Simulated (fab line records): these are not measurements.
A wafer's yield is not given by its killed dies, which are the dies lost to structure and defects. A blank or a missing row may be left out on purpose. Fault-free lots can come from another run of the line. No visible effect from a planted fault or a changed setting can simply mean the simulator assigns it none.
Which of the tools did it? ; flow berkeley-cmos170 ; Sampling: 7 lots, 21 wafers, 2 of 331 route steps

## WHAT THE GAUGES READ, wafer by wafer
UCB170_PWELL_THK_MEAS_06.
lot;measured;on;PWELL_NITRIDE_THK (nm)
L322;day 3 10:43;film-metro-01;218.8 219.8 219.6
L324;day 4 07:15;film-metro-03;219.3 218.9 217.8
L327;day 4 11:40;film-metro-01;221.5 217.6 220.8
L329;day 4 22:01;film-metro-03;223.6 221.3 221.7
L334;day 6 10:23;film-metro-03;97.2 97.0 96.0
L336;day 6 10:25;film-metro-04;97.4 99.2 99.5
L342;day 8 05:31;film-metro-01;220.6 221.8 220.6

## TOOL THAT RAN EACH LOT (tool first, then ch and the chambers of the sampled wafers, then the start)
lot;UCB170_PWELL_CVD_05
L322;lpcvd-01 ch 1, day 3 08:47
L324;lpcvd-02 ch 1, day 4 05:20
L327;lpcvd-01 ch 1, day 4 09:45
L329;lpcvd-01 ch 1, day 4 20:05
L334;lpcvd-01 ch 0, day 6 08:28
L336;lpcvd-01 ch 1, day 6 08:28
L342;lpcvd-02 ch 1, day 8 03:37
- UCB170_PWELL_CVD_05: deposits Si3N4 from SiH2Cl2/NH3, target thk 220 nm, time 3300 s.

## THE ANSWER, worked out from the rows above alone
Rule: the lots themselves supply what counts as usual. Put in order of their means at a reading, lots are off if they are a third of the lots or fewer, leave a main group of 4 or more, and stand apart from it by a gap of 3 or more times the standard deviation of the main group's means; of several such gaps the widest counts. The tables above print the reading to a certain number of digits; a main group whose means all agree to those digits is not used. Also off: a lot with no number at a reading for which 4 or more lots have one. The other lots that the step has rows for count as sound.
Off: L334, L336, at UCB170_PWELL_THK_MEAS_06 (PWELL_NITRIDE_THK). For the main group the mean is 220.2 nm and the standard deviation 1.2.
A tool fits if, at a process step before that reading, it ran every lot that is off, and no sound lot after the first of them. Gauges at UCB170_PWELL_THK_MEAS_06: tried the same way as those tools. One fits: UCB170_PWELL_CVD_05 on lpcvd-01. Its last sound lot is L329 (day 4 20:05), its first lot that is off L334 (day 6 08:28): a fault that began between those two fits.

## WHAT WAS PUT IN BY THE SIMULATOR
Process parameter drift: lpcvd-01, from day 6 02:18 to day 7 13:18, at UCB170_PWELL_CVD_05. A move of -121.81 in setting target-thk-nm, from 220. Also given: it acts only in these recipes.
Struck lots among those shown: L334, L336. The rule given above showed the same thing.
